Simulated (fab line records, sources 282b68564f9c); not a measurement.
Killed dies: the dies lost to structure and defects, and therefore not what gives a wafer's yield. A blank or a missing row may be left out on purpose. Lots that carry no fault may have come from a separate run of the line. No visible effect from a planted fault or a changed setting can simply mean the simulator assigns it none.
Problem report in the 8D (eight disciplines) form, filled by code | flow ritCmos | the parts of the form that need people (team, actions taken, sign-off) are left out

== 1. WHAT IS WRONG ==
Mean PWELL_TW at RIT_PWELL_TW_MEAS_10: 1035 over 6 wafers in 2 lots; fault-free wafers: 952, standard deviation 8.9. Measured from the usual mean, that is +9.3 standard deviations.
Earliest sighting: wafer L770.3 on filmMetro-03 at day 4 09:03. The record holds 39 wafers of 13 lots with a number at this step. Rule for "out", or "out of limits": more than 4 standard deviations from the usual mean. Any other wafer with a number is counted as sound.

== 2. WHAT IT IS AND WHAT IT IS NOT ==
question                    | is                         | is not
which readings at this step | PWELL_TW                   | -
which lots                  | L770, L771                 | L759, L760, L761, L762, L763, L764, L765, L774, L777, L779, L781
which wafers of those lots  | all that have a number     | -
read on which gauges        | filmMetro-03, filmMetro-04 | filmMetro-02
when                        | from day 4 09:03           | up to then (21 sound wafers); but 12 sound wafers of L774, L777, L779, L781 came after

== 3. WHAT RULES OUT EACH SUSPECT ==
Counting: any tool at a process step up to the reading is kept as a suspect provided that every lot that is out went through it and no sound lot did after the first of them.
- the gauge at RIT_PWELL_TW_MEAS_10 is ruled out. Those wafers that are out were read across 2 gauges (filmMetro-03, filmMetro-04).
- implanter-04 at RIT_PWELL_IMPLANT_08: kept. It ran every lot that is out, first L770 (day 4 08:46), and no sound lot after that; its last sound lot up to then is L764 (day 3 01:56). On those wafers its own readings are out: doseIonsCm2, faradayCurrentUA.
The count leaves implanter-04 at RIT_PWELL_IMPLANT_08.

== 4. THE CAUSE (what the simulator had put in) ==
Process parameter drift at RIT_PWELL_IMPLANT_08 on implanter-04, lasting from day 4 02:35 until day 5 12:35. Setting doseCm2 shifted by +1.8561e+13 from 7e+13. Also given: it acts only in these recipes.
Only this tool survived the counting.

== 5. THE EFFECT CHAIN, in route order ==
Rows list readings where the struck wafers' mean (over those with a number) sits beyond 3 standard deviations from the usual. Readings are gone through only where the record gives a usual standard deviation; hours: the median, over the lots, of the time from a lot's start at the first step in this table giving one to that lot's start at this step; sigmas: the change measured in usual standard deviations.
hours | step                     | reading          | usual        | on struck wafers | change     | sigmas
0     | RIT_PWELL_IMPLANT_08     | doseIonsCm2      | 7.002e+13    | 8.854e+13        | +1.852e+13 | +99 or more
0     | RIT_PWELL_IMPLANT_08     | faradayCurrentUA | 222          | 278              | +56        | +14
0     | RIT_PWELL_TW_MEAS_10     | PWELL_TW         | 952          | 1035             | +83        | +9.3
7     | RIT_WELLDRIVE_RS_MEAS_02 | PWELL_RS         | 429.9 ohm/sq | 370.1            | -59.8      | -46
It contains these process steps:
- RIT_PWELL_IMPLANT_08

== 6. WHAT WOULD HAVE CAUGHT IT SOONER ==
In this record the first reading out of limits at a measuring or inspecting step was taken at day 4 09:03, 6 hours after the fault began at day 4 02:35.
At RIT_PWELL_IMPLANT_08, the tool's own readings (doseIonsCm2, faradayCurrentUA) were out on each struck wafer the step has a row for, so an alarm limit on them would have fired on the first such wafer.
Lots out: 2; of these, L771 started RIT_PWELL_IMPLANT_08 on implanter-04 after day 4 09:03. A hold on the tool at that time would have spared it.
